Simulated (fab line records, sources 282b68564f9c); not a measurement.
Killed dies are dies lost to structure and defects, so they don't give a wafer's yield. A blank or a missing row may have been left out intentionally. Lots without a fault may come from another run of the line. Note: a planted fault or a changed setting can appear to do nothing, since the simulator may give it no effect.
fab line records	flow rit-cmos	part 1 of 2: steps 1 to 26 of 27
record: lots: 5	wafers: 23
route steps=202 shown ACTIVE@4 FOX1@20 FOX2@23 PWELL@47 NRETRO@54 PRETRO@71 GATE@91 CONTACT@173 M1@202
start-h: start of the lot's first displayed wafer, in hours after the record's first day	wait-h: hours elapsed since this lot's preceding step	" identical to the entry in the row above	L1.1+2: a single row standing in for several wafers	- no value, or no start was given	* or withheld: withheld	< > ~ a bound
route shown NAME@n: NAME is a module with steps in the file, n the number in the route of the first one	usual: average and standard deviation across the fault-free wafers	same: alike in all rows	chamber/n: place in a boat	sites: per-site readings	_std_site: the standard deviation of these	_edge_site: mean of outer sites minus mean of inner sites	radius-mm: how far each site lies from the wafer's centre	mask NAME#n: copy n	behind: tool/chamber where the wafer was last shaped	hold: why the lot was held/for how many hours/how that ended	device: whichever transistor did not switch (one of n, p or np)	end of line: at the end of the route, the tests of the same wafers	step lacking rows: just its recipe	killed: dies that structure and defects cost at the first sort, which is not the same as the wafer's yield	map: the dies of a wafer, with x for killed, . for not killed, _ for no die there
set.NAME: the run value of the setting; set.NAME@STEP: its run value at that earlier step	model.NAME: the simulator's own value behind a step, which no gauge read
one table per step and one row per wafer, for lots whose settings were changed on purpose
== steps ==
step: RIT_ACTIVE_CVD_03
recipe: material: Si3N4	target-thk-nm: 150	temp-c: 810	precursor: SiH2Cl2/NH3	time-s: 1500	pressure-mtorr: 300	sih2cl2-flow-sccm: 60	nh3-flow-sccm: 150
lot.wafer	tool	chamber	start-h	wait-h	set.temp-c	model.Si3N4_of_ACTIVE_CVD_03.thk-nm
L074.2	lpcvd-01	1	12.11	0.0	810	152.4
L074.4	"	1	"	"	810	152.3
L074.5	"	1	"	"	810	151.5
L078.1	-	-	-	0.1	794.1	112.4
L078.3	"	-	"	"	794.1	112.1
L078.4	"	-	"	"	794.1	111.3
L078.5	"	-	"	"	794.1	111.1
L078.6	"	-	"	"	794.1	111.6
L080.1	-	-	-	0.1	817.6	171.6
L080.2	"	-	"	"	817.6	173.1
L080.3	"	-	"	"	817.6	172.2
L080.4	"	-	"	"	817.6	171.8
L080.6	"	-	"	"	817.6	171.9
L082.1	-	-	-	0.1	802.4	129.8
L082.2+4	"	-	"	"	802.4	130.3
L082.3	"	-	"	"	802.4	131.7
L082.5	"	-	"	"	802.4	128.6
L083.2	-	-	-	0.0	810	152.5
L083.3	"	-	"	"	810	152.2
L083.4	"	-	"	"	810	151.3
L083.5	"	-	"	"	810	152
L083.6	"	-	"	"	810	151.8
step: RIT_ACTIVE_THK_MEAS_04
recipe: reads: Si3N4_of_ACTIVE_CVD_03
usual: ACTIVE_NITRIDE_THK: 150.4/1.7
lot.wafer	tool	chamber	start-h	wait-h	set.temp-c@ACTIVE_CVD_03	ACTIVE_NITRIDE_THK[nm]
L074.2	film-metro-01	-	13.54	0.0	810	152.4
L074.4	"	-	"	"	810	152.3
L074.5	"	-	"	"	810	151.5
L078.1	film-metro-01	-	-	-	794.1	112.4
L078.3	"	-	"	"	794.1	112.2
L078.4	"	-	"	"	794.1	111.3
L078.5	"	-	"	"	794.1	111.1
L078.6	"	-	"	"	794.1	111.6
L080.1	film-metro-02	-	-	-	817.6	171.5
L080.2	"	-	"	"	817.6	173.0
L080.3	"	-	"	"	817.6	172.1
L080.4	"	-	"	"	817.6	171.7
L080.6	"	-	"	"	817.6	172.0
L082.1	film-metro-01	-	-	-	802.4	129.7
L082.2	"	-	"	"	802.4	130.3
L082.3	"	-	"	"	802.4	131.7
L082.4	"	-	"	"	802.4	130.3
L082.5	"	-	"	"	802.4	128.6
L083.2	film-metro-03	-	-	-	810	152.5
L083.3	"	-	"	"	810	152.4
L083.4	"	-	"	"	810	151.2
L083.5	"	-	"	"	810	151.8
L083.6	"	-	"	"	810	151.7
step: RIT_ACTIVE_ETCH_13
recipe: stop-on: SiO2	chemistry: SF6	target: Si3N4	time-s: 210	over-etch-frac: 0.4	SF6_flow_sccm: 200	pressure-mtorr: 260	rf-w: 125	target-depth-a: 2100
usual: oes-product-au: 0.822/0.011
lot.wafer	tool	chamber	start-h	wait-h	set.rf-w	set.temp-c@ACTIVE_CVD_03	oes-product-au	model.ACTIVE.feature-depth-nm	model.etch.depth-nm
L074.2	rie-diel-04	1	14.83	0.1	125	810	0.832	152.8	152.4
L074.4	"	0	"	"	125	810	0.852	154.1	152.3
L074.5	"	2	"	"	125	810	0.817	151.5	151.5
L078.1	rie-diel-03	0	35.53	0.1	125	794.1	0.712	113.6	-
L078.3	"	3	"	"	135.1	794.1	0.699	117.1	-
L078.4	"	1	"	"	125	794.1	0.699	111.3	111.3
L078.5	"	0	"	"	125	794.1	0.714	112.3	111.1
L078.6	"	1	"	"	135.1	794.1	0.698	116.7	111.6
L080.1	rie-diel-04	2	47.79	0.1	125	817.6	0.881	171.6	171.6
L080.2	"	0	"	"	120	817.6	0.908	173.1	173.1
L080.3	"	3	"	"	125	817.6	0.889	173.4	172.2
L080.4	"	1	"	"	125	817.6	0.889	172.2	171.8
L080.6	"	1	"	"	120	817.6	0.895	171.9	171.9
L082.1	rie-diel-01	3	54.90	0.1	125	802.4	0.754	129.9	129.8
L082.2	"	0	"	"	125	802.4	0.762	130.4	130.3
L082.3	"	1	"	"	125	802.4	0.768	131.7	131.7
L082.4	"	2	"	"	125	802.4	0.763	130.3	-
L082.5	"	1	"	"	125	802.4	0.756	128.6	-
L083.2	rie-diel-01	3	60.69	0.1	134.5	810	0.834	157.8	152.5
L083.3	"	0	"	"	125	810	0.826	152.3	152.2
L083.4	"	2	"	"	134.5	810	0.828	156.2	151.3
L083.5	"	1	"	"	125	810	0.828	152	152
L083.6	"	2	"	"	125	810	0.825	151.8	151.8
step: RIT_FOX1_OXIDATION_00
recipe: temp-c: 1100	ambient: H2O	target-thk-a: 3507	p-h2o-torr: 720	ox-time-s: 1130
lot.wafer	tool	chamber	start-h	wait-h	set.ox-time-s	model.SiO2_of_FOX1_OXIDATION_00.thk-nm
L074.2	furnace-01	0	17.43	1.8	1130	356.5
L074.4	"	0	"	"	1130	356.1
L074.5	"	0	"	"	1130	351
L078.1	-	-	-	0.0	1174	367
L078.3	"	-	"	"	1174	358.6
L078.4	"	-	"	"	1174	364.5
L078.5	"	-	"	"	1174	361
L078.6	"	-	"	"	1174	363.5
L080.1	-	-	-	0.6	1257	377.5
L080.2	"	-	"	"	1257	377.4
L080.3	"	-	"	"	1257	379.2
L080.4	"	-	"	"	1257	372.1
L080.6	"	-	"	"	1257	376.7
L082.1	-	-	-	0.7	1007	330.1
L082.2	"	-	"	"	1007	329.9
L082.3	"	-	"	"	1007	331.1
L082.4	"	-	"	"	1007	330.4
L082.5	"	-	"	"	1007	329.2
L083.2	-	-	-	1.6	1198	364.2
L083.3+5	"	-	"	"	1198	365.1
L083.4	"	-	"	"	1198	364.1
L083.6	"	-	"	"	1198	359.1
step: RIT_FOX1_THK_MEAS_01
recipe: reads: SiO2_of_FOX1_OXIDATION_00
usual: FOX1_OXIDE_THK: 354/3.8
lot.wafer	tool	chamber	start-h	wait-h	set.ox-time-s@FOX1_OXIDATION_00	FOX1_OXIDE_THK[nm]
L074.2	film-metro-04	-	18.75	0.0	1130	356
L074.4	"	-	"	"	1130	356
L074.5	"	-	"	"	1130	351
L078.1	film-metro-01	-	-	-	1174	367
L078.3	"	-	"	"	1174	358
L078.4	"	-	"	"	1174	364
L078.5	"	-	"	"	1174	362
L078.6	"	-	"	"	1174	363
L080.1	film-metro-04	-	-	-	1257	377
L080.2	"	-	"	"	1257	377
L080.3	"	-	"	"	1257	379
L080.4	"	-	"	"	1257	371
L080.6	"	-	"	"	1257	377
L082.1	film-metro-03	-	-	-	1007	330
L082.2	"	-	"	"	1007	330
L082.3	"	-	"	"	1007	331
L082.4	"	-	"	"	1007	330
L082.5	"	-	"	"	1007	329
L083.2	film-metro-01	-	-	-	1198	364
L083.3	"	-	"	"	1198	365
L083.4	"	-	"	"	1198	364
L083.5	"	-	"	"	1198	365
L083.6	"	-	"	"	1198	359
step: RIT_FOX1_WET_ETCH_02
recipe: chemistry: BOE	target-depth-nm: 350	time-s: 390	temp-c: 21.5	dry: n2-spin	dilution: 10:1	target: SiO2
lot.wafer	tool	chamber	start-h	wait-h	set.time-s
L074.2+4+5	wet-bench-04	0	18.80	0.0	390
L078.1+3+4+5+6	-	-	-	0.1	439.7
L080.1+2+3+4+6	-	-	-	0.1	358.9
L082.1+2+3+4+5	-	-	-	0.1	345.1
L083.2+3+4+5+6	-	-	-	0.0	359.9
step: RIT_FOX2_OXIDATION_00
recipe: temp-c: 1100	ambient: H2O	target-thk-a: 3507	p-h2o-torr: 720	ox-time-s: 1130
step: RIT_FOX2_CLEAN_02
recipe: chemistry: dHF	dilution: 50:1	time-s: 180
step: RIT_FOX2_WET_ETCH_03
recipe: chemistry: H3PO4	target: Si3N4	target-depth-nm: 195	temp-c: 165	time-s: 2700
lot.wafer	tool	chamber	start-h	wait-h	set.rf-w@ACTIVE_ETCH_13	model.SiO2_of_ACTIVE_OXIDATION_01.thk-nm
L074.2	wet-bench-04	1	20.36	0.0	125	40.99
L074.4	"	1	"	"	125	39.25
L074.5	"	1	"	"	125	41.24
L078.1	wet-bench-02	1	39.37	0.0	125	39.58
L078.3	"	1	"	"	135.1	36.62
L078.4	"	1	"	"	125	40.22
L078.5	"	1	"	"	125	39.85
L078.6	"	1	"	"	135.1	36.33
L080.1	wet-bench-04	1	52.48	0.0	125	41.15
L080.2	"	1	"	"	120	41.35
L080.3	"	1	"	"	125	40.2
L080.4	"	1	"	"	125	41.52
L080.6	"	1	"	"	120	42.05
L082.1	wet-bench-02	3	59.35	0.0	125	41.72
L082.2	"	3	"	"	125	41.55
L082.3	"	3	"	"	125	41.59
L082.4	"	3	"	"	125	41.95
L082.5	"	3	"	"	125	41.61
L083.2	wet-bench-04	2	66.23	0.0	134.5	37.51
L083.3	"	2	"	"	125	42.1
L083.4	"	2	"	"	134.5	37.6
L083.5	"	2	"	"	125	42.22
L083.6	"	2	"	"	125	40.71
step: RIT_PWELL_IMPLANT_08
recipe: species: B	energy-kev: 170	dose-cm2: 7e+13	tilt-deg: 7
lot.wafer	tool	chamber	start-h	wait-h	set.energy-kev	model.implant.rp-nm	model.implant.drp-nm
L074.2+4+5	implanter-02	0	24.19	0.2	170	477	102.9
L078.1+4+6	implanter-01	0	43.23	0.2	170	489.8	102.9
L078.3+5	"	0	"	"	179.2	510.1	104.4
L080.1+4	implanter-04	0	56.30	0.2	170	495.2	102.9
L080.2+3+6	"	0	"	"	163.9	481.9	101.6
L082.1+2+3+4+5	implanter-01	0	62.90	0.2	170	481.9	102.9
L083.2+3+6	implanter-01	0	70.15	0.2	173	473.8	103.4
L083.4+5	"	0	"	"	170	467.5	102.9
step: RIT_NRETRO_COAT_01
recipe: resist: NOVOLAK	spin-rpm: 2000	resist-thk-nm: 1300
lot.wafer	tool	chamber	start-h	wait-h	set.resist-thk-nm	model.NOVOLAK_of_NRETRO_COAT_01.thk-nm
L074.2+5	litho-track-03	0	30.05	0.1	1300	1304
L074.4	"	0	"	"	1300	1303
L078.1	litho-track-01	0	50.28	0.1	1300	1308
L078.3+4	"	0	"	"	1300	1303
L078.5+6	"	0	"	"	1300	1305
L080.1	litho-track-02	0	63.17	0.1	1300	1301
L080.2	"	0	"	"	1300	1297
L080.3+6	"	0	"	"	1265	1264
L080.4	"	0	"	"	1300	1296
L082.1	litho-track-03	0	69.92	0.1	1300	1303
L082.2	"	0	"	"	1300	1301
L082.3+4	"	0	"	"	1359	1361
L082.5	"	0	"	"	1359	1357
L083.2	litho-track-01	0	76.01	0.1	1300	1305
L083.3	"	0	"	"	1300	1304
L083.4	"	0	"	"	1355	1360
L083.5	"	0	"	"	1355	1355
L083.6	"	0	"	"	1355	1357
step: RIT_NRETRO_DEVELOP_05
recipe: resist: NOVOLAK	develop-time-s: 68	dev-temp-c: 23
lot.wafer	tool	chamber	start-h	wait-h	set.develop-time-s
L074.2+4+5	litho-track-01	0	-	-	68
L078.1+3+4+5+6	litho-track-01	0	-	-	68
L080.1+2+3	litho-track-02	0	-	-	68
L080.4+6	"	0	"	"	75.7
L082.1+2+3+4+5	litho-track-02	0	-	-	68
L083.2+4	litho-track-03	0	-	-	68
L083.3+5+6	"	0	"	"	72.06
step: RIT_NRETRO_HARDBAKE_07
recipe: resist: NOVOLAK	temp-c: 140	time-s: 120
lot.wafer	tool	chamber	start-h	wait-h	set.resist-thk-nm@NRETRO_COAT_01	model.NOVOLAK_of_NRETRO_COAT_01.thk-nm
L074.2	litho-track-03	0	30.83	0.1	1300	1141
L074.4+5	"	0	"	"	1300	1140
L078.1	litho-track-02	0	51.35	0.2	1300	1144
L078.3+4	"	0	"	"	1300	1139
L078.5+6	"	0	"	"	1300	1141
L080.1	litho-track-02	0	64.06	0.0	1300	1137
L080.2+4	"	0	"	"	1300	1134
L080.3+6	"	0	"	"	1265	1106
L082.1	litho-track-03	0	70.97	0.2	1300	1139
L082.2	"	0	"	"	1300	1138
L082.3+4	"	0	"	"	1359	1189
L082.5	"	0	"	"	1359	1186
L083.2+3	litho-track-02	0	76.79	0.1	1300	1141
L083.4	"	0	"	"	1355	1189
L083.5	"	0	"	"	1355	1184
L083.6	"	0	"	"	1355	1186
step: RIT_PRETRO_HARDBAKE_07
recipe: resist: NOVOLAK	temp-c: 140	time-s: 120
lot.wafer	tool	chamber	start-h	wait-h	set.temp-c	model.NOVOLAK_of_PRETRO_COAT_01.thk-nm
L074.2+4	litho-track-03	0	32.50	0.1	140	1130
L074.5	"	0	"	"	140	1132
L078.1+5	litho-track-01	0	52.90	0.0	140	1136
L078.3	"	0	"	"	140	1135
L078.4	"	0	"	"	140	1138
L078.6	"	0	"	"	140	1137
L080.1	litho-track-04	0	65.75	0.0	140	1143
L080.2	"	0	"	"	136.3	1149
L080.3+4	"	0	"	"	140	1139
L080.6	"	0	"	"	136.3	1144
L082.1	litho-track-01	0	72.65	0.0	143.8	1126
L082.2	"	0	"	"	143.8	1127
L082.3+4	"	0	"	"	140	1135
L082.5	"	0	"	"	143.8	1128
L083.2	litho-track-03	0	78.47	0.1	140	1140
L083.3	"	0	"	"	136	1149
L083.4	"	0	"	"	136	1148
L083.5	"	0	"	"	140	1141
L083.6	"	0	"	"	136	1150
step: RIT_PRETRO_IMPLANT_08
recipe: species: B	energy-kev: 45	dose-cm2: 1.2e+13	tilt-deg: 7
lot.wafer	tool	chamber	start-h	wait-h	set.energy-kev	model.implant.rp-nm	model.implant.drp-nm
L074.2+4+5	implanter-04	0	32.74	0.2	45	142.3	55.07
L078.1+3+6	implanter-01	0	53.15	0.2	45	143	55.07
L078.4+5	"	0	"	"	47.44	150.3	56.81
L080.1+3	implanter-03	0	66.00	0.2	45	139.8	55.07
L080.2+4+6	"	0	"	"	46.33	143.7	56.03
L082.1+2+4	implanter-03	0	72.90	0.2	45	136.8	55.07
L082.3+5	"	0	"	"	42.95	130.9	53.56
L083.2+3+5	implanter-01	0	78.70	0.2	46.64	148.7	56.25
L083.4+6	"	0	"	"	45	143.7	55.07
step: RIT_GATE_DEVELOP_15
recipe: resist: NOVOLAK	develop-time-s: 50	dev-temp-c: 23
lot.wafer	tool	chamber	start-h	wait-h	set.develop-time-s
L074.2+4+5	litho-track-04	0	-	-	50
L078.1+5	litho-track-03	0	-	-	45.96
L078.3+4+6	"	0	"	"	50
L080.1+3+6	litho-track-02	0	-	-	54.41
L080.2+4	"	0	"	"	50
L082.1+4	litho-track-02	0	-	-	50
L082.2+3+5	"	0	"	"	46.19
L083.2+5+6	litho-track-03	0	-	-	50
L083.3+4	"	0	"	"	43.11
step: RIT_GATE_HARDBAKE_18
recipe: resist: NOVOLAK	temp-c: 140	time-s: 60
step: RIT_GATE_ETCH_19
recipe: chemistry: SF6/CHF3/O2	time-s: 165	SF6_flow_sccm: 30	CHF3_flow_sccm: 30	O2_flow_sccm: 5	target: poly-Si	pressure-mtorr: 40	rf-w: 160	target-depth-a: 3125	over-etch-frac: 0.25	stop-on: SiO2
lot.wafer	tool	chamber	start-h	wait-h	set.develop-time-s@GATE_DEVELOP_15	model.GATE.cd-nm
L074.2	rie-si-01	2	39.00	0.1	50	148.7
L074.4	"	0	"	"	50	148.4
L074.5	"	1	"	"	50	150
L078.1	rie-si-01	3	60.18	0.1	45.96	163.5
L078.3	"	0	"	"	50	150.1
L078.4	"	2	"	"	50	150
L078.5	"	2	"	"	45.96	165.4
L078.6	"	1	"	"	50	148.3
L080.1	rie-si-01	2	71.61	0.1	54.41	132.4
L080.2	"	0	"	"	50	146.4
L080.3	"	1	"	"	54.41	130.6
L080.4	"	3	"	"	50	147.4
L080.6	"	2	"	"	54.41	131.7
L082.1	rie-si-01	2	82.79	0.1	50	149.7
L082.2	"	3	"	"	46.19	164
L082.3	"	0	"	"	46.19	164.6
L082.4	"	1	"	"	50	149.3
L082.5	"	1	"	"	46.19	163.4
L083.2	rie-si-01	1	86.79	0.1	50	150
L083.3+4	"	0,3	"	"	43.11	-
L083.5	"	2	"	"	50	150.7
L083.6	"	1	"	"	50	151.5
step: RIT_CONTACT_EXPOSE_05
recipe: mask-id: M11	na: 0.6	source-shape: conventional	sigma-outer: 0.5	target-cd-nm: 1000	dose-mj: 250
lot.wafer	tool	chamber	start-h	wait-h	mask	set.dose-mj
L074.2+4+5	iline-stepper-02	0	53.81	0.1	M11#0	250
L078.1+5+6	iline-stepper-02	0	76.61	0.2	M11#0	264.7
L078.3+4	"	0	"	"	M11#0	250
L080.1+4+6	iline-stepper-01	0	85.37	0.1	M11#0	250
L080.2+3	"	0	"	"	M11#0	241.8
L082.1+2+5	iline-stepper-02	0	97.00	0.1	M11#0	235.7
L082.3+4	"	0	"	"	M11#0	250
L083.2+3+4	iline-stepper-01	0	101.50	0.2	M11#0	250
L083.5+6	"	0	"	"	M11#0	260.9
step: RIT_CONTACT_PEB_06
recipe: resist: NOVOLAK	temp-c: withheld	time-s: withheld
step: RIT_CONTACT_DEVELOP_07
recipe: resist: NOVOLAK	develop-time-s: 120	dev-temp-c: 23
step: RIT_CONTACT_CD_MEAS_08
recipe: target-cd-nm: 1000
usual: cd-nm: 999.9/2.5
lot.wafer	tool	chamber	start-h	wait-h	set.dose-mj@CONTACT_EXPOSE_05	cd-nm
L074.2	cd-sem-02	-	54.36	-	250	1001.8
L074.4	"	-	"	"	250	1002.5
L074.5	"	-	"	"	250	999.3
L078.1	cd-sem-02	-	77.13	-	264.7	1016.5
L078.3	"	-	"	"	250	1000.3
L078.4	"	-	"	"	250	1000.1
L078.5	"	-	"	"	264.7	1015.7
L078.6	"	-	"	"	264.7	1017.4
L080.1	cd-sem-02	-	85.89	-	250	1000.7
L080.2	"	-	"	"	241.8	992.7
L080.3	"	-	"	"	241.8	991.8
L080.4	"	-	"	"	250	1001.1
L080.6	"	-	"	"	250	1001.0
L082.1	cd-sem-01	-	97.52	-	235.7	980.9
L082.2	"	-	"	"	235.7	982.6
L082.3	"	-	"	"	250	998.0
L082.4	"	-	"	"	250	998.7
L082.5	"	-	"	"	235.7	981.8
L083.2	cd-sem-01	-	102.01	-	250	1001.7
L083.3	"	-	"	"	250	1000.9
L083.4	"	-	"	"	250	999.0
L083.5	"	-	"	"	260.9	1015.2
L083.6	"	-	"	"	260.9	1011.4
step: RIT_CONTACT_HARDBAKE_10
recipe: resist: NOVOLAK	temp-c: 140	time-s: 60
step: RIT_CONTACT_ETCH_11
recipe: target-depth-a: 4800	over-etch-frac: 0.2	stop-on: TiSi2	chemistry: CHF3/CF4/Ar	target: SiO2	CHF3_flow_sccm: 50	cf4-flow-sccm: 10	Ar_flow_sccm: 100	O2_flow_sccm: 5	pressure-mtorr: 100	rf-w: 200	time-s: 320
lot.wafer	tool	chamber	start-h	wait-h	set.dose-mj@CONTACT_EXPOSE_05	model.CONTACT.cd-nm
L074.2	rie-diel-02	1	54.65	0.1	250	1001
L074.4	"	2	"	"	250	1002
L074.5	"	1	"	"	250	998.4
L078.1+6	rie-diel-01	3,1	77.44	0.1	264.7	1017
L078.3	"	2	"	"	250	1001
L078.4	"	0	"	"	250	1000
L078.5	"	2	"	"	264.7	1016
L080.1+4+6	rie-diel-04	3,0,3	86.39	0.1	250	1001
L080.2	"	2	"	"	241.8	992.4
L080.3	"	1	"	"	241.8	991.9
L082.1	rie-diel-04	0	97.83	0.1	235.7	980.9
L082.2	"	2	"	"	235.7	982.1
L082.3	"	3	"	"	250	997.6
L082.4	"	1	"	"	250	999
L082.5	"	3	"	"	235.7	982
L083.2	rie-diel-02	3	102.30	0.1	250	1001
L083.3	"	0	"	"	250	1000
L083.4	"	1	"	"	250	999.1
L083.5	"	1	"	"	260.9	1015
L083.6	"	2	"	"	260.9	1011
step: RIT_CONTACT_STRIP_12
recipe: chemistry: O2	time-s: 180	resist: NOVOLAK	platen-temp-c: withheld	power-w: 500	pressure-mtorr: 4000	o2-flow-sccm: 4000
step: RIT_CONTACT_CD_MEAS_90
recipe: target-cd-nm: 1000
usual: cd-nm: 999.8/2.4
lot.wafer	tool	chamber	start-h	wait-h	set.dose-mj@CONTACT_EXPOSE_05	cd-nm
L074.2	cd-sem-02	-	55.04	0.1	250	1001.2
L074.4	"	-	"	"	250	1002.4
L074.5	"	-	"	"	250	998.2
L078.1	cd-sem-01	-	77.80	0.1	264.7	1016.7
L078.3	"	-	"	"	250	1000.6
L078.4	"	-	"	"	250	1000.2
L078.5	"	-	"	"	264.7	1015.5
L078.6	"	-	"	"	264.7	1016.6
L080.1	cd-sem-02	-	86.76	0.1	250	1000.7
L080.2	"	-	"	"	241.8	992.1
L080.3	"	-	"	"	241.8	991.8
L080.4	"	-	"	"	250	1001.0
L080.6	"	-	"	"	250	1001.3
L082.1	cd-sem-02	-	98.20	0.1	235.7	980.8
L082.2	"	-	"	"	235.7	982.4
L082.3	"	-	"	"	250	997.5
L082.4	"	-	"	"	250	999.1
L082.5	"	-	"	"	235.7	982.1
L083.2	cd-sem-01	-	102.69	0.1	250	1000.7
L083.3	"	-	"	"	250	1000.6
L083.4	"	-	"	"	250	998.9
L083.5	"	-	"	"	260.9	1014.4
L083.6	"	-	"	"	260.9	1011.1
== key ==
split: step: RIT_ACTIVE_CVD_03	setting: temp-c	stated: 810	by: lot
response: step: RIT_ACTIVE_CVD_03	reading: model.Si3N4_of_ACTIVE_CVD_03.thk-nm	change: +21.1	per: 1%	r: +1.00
response: step: RIT_ACTIVE_THK_MEAS_04	reading: ACTIVE_NITRIDE_THK	change: +21	per: 1%	r: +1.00
response: step: RIT_ACTIVE_ETCH_13	reading: oes-product-au	change: +0.0657	per: 1%	r: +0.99
response: step: RIT_ACTIVE_ETCH_13	reading: model.ACTIVE.feature-depth-nm	change: +20.6	per: 1%	r: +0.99
response: step: RIT_ACTIVE_ETCH_13	reading: model.etch.depth-nm	change: +21.2	per: 1%	r: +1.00
split: step: RIT_ACTIVE_ETCH_13	setting: rf-w	stated: 125	by: wafer
response: step: RIT_FOX2_WET_ETCH_03	reading: model.SiO2_of_ACTIVE_OXIDATION_01.thk-nm	change: -0.445	per: 1%	r: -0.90
split: step: RIT_FOX1_OXIDATION_00	setting: ox-time-s	stated: 1130	by: lot
response: step: RIT_FOX1_OXIDATION_00	reading: model.SiO2_of_FOX1_OXIDATION_00.thk-nm	change: +2.07	per: 1%	r: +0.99
response: step: RIT_FOX1_THK_MEAS_01	reading: FOX1_OXIDE_THK	change: +2.07	per: 1%	r: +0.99
split: step: RIT_FOX1_WET_ETCH_02	setting: time-s	stated: 390	by: lot
response none clear
split: step: RIT_PWELL_IMPLANT_08	setting: energy-kev	stated: 170	by: wafer
response: step: RIT_PWELL_IMPLANT_08	reading: model.implant.rp-nm	change: +3.73	per: 1%	r: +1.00
response: step: RIT_PWELL_IMPLANT_08	reading: model.implant.drp-nm	change: +0.299	per: 1%	r: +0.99
split: step: RIT_NRETRO_COAT_01	setting: resist-thk-nm	stated: 1300	by: wafer
response: step: RIT_NRETRO_COAT_01	reading: model.NOVOLAK_of_NRETRO_COAT_01.thk-nm	change: +12.6	per: 1%	r: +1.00
response: step: RIT_NRETRO_HARDBAKE_07	reading: model.NOVOLAK_of_NRETRO_COAT_01.thk-nm	change: +10.9	per: 1%	r: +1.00
split: step: RIT_NRETRO_DEVELOP_05	setting: develop-time-s	stated: 68	by: wafer
response none clear
split: step: RIT_PRETRO_HARDBAKE_07	setting: temp-c	stated: 140	by: wafer
response: step: RIT_PRETRO_HARDBAKE_07	reading: model.NOVOLAK_of_PRETRO_COAT_01.thk-nm	change: -2.67	per: 1%	r: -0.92
split: step: RIT_PRETRO_IMPLANT_08	setting: energy-kev	stated: 45	by: wafer
response: step: RIT_PRETRO_IMPLANT_08	reading: model.implant.rp-nm	change: +1.33	per: 1%	r: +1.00
response: step: RIT_PRETRO_IMPLANT_08	reading: model.implant.drp-nm	change: +0.325	per: 1%	r: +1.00
split: step: RIT_GATE_DEVELOP_15	setting: develop-time-s	stated: 50	by: wafer
response: step: RIT_GATE_ETCH_19	reading: model.GATE.cd-nm	change: -1.82	per: 1%	r: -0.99
response: step: RIT_M1_PROBE_99	reading: model.etest.pmos_0p3.r-on-ohm-um	change: -45.3	per: 1%	r: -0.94
response: step: RIT_M1_PROBE_99	reading: model.etest.pmos-turned.r-on-ohm-um	change: -45.3	per: 1%	r: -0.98
response: step: RIT_M1_PROBE_99	reading: model.etest.pmos_0p15.r-on-ohm-um	change: -41.6	per: 1%	r: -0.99
response: step: RIT_M1_PROBE_99	reading: model.etest.nmos_0p15.r-on-ohm-um	change: -12.7	per: 1%	r: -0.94
split: step: RIT_CONTACT_EXPOSE_05	setting: dose-mj	stated: 250	by: wafer
response: step: RIT_CONTACT_CD_MEAS_08	reading: cd-nm	change: +2.84	per: 1%	r: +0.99
response: step: RIT_CONTACT_ETCH_11	reading: model.CONTACT.cd-nm	change: +2.82	per: 1%	r: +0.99
response: step: RIT_CONTACT_CD_MEAS_90	reading: cd-nm	change: +2.82	per: 1%	r: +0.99
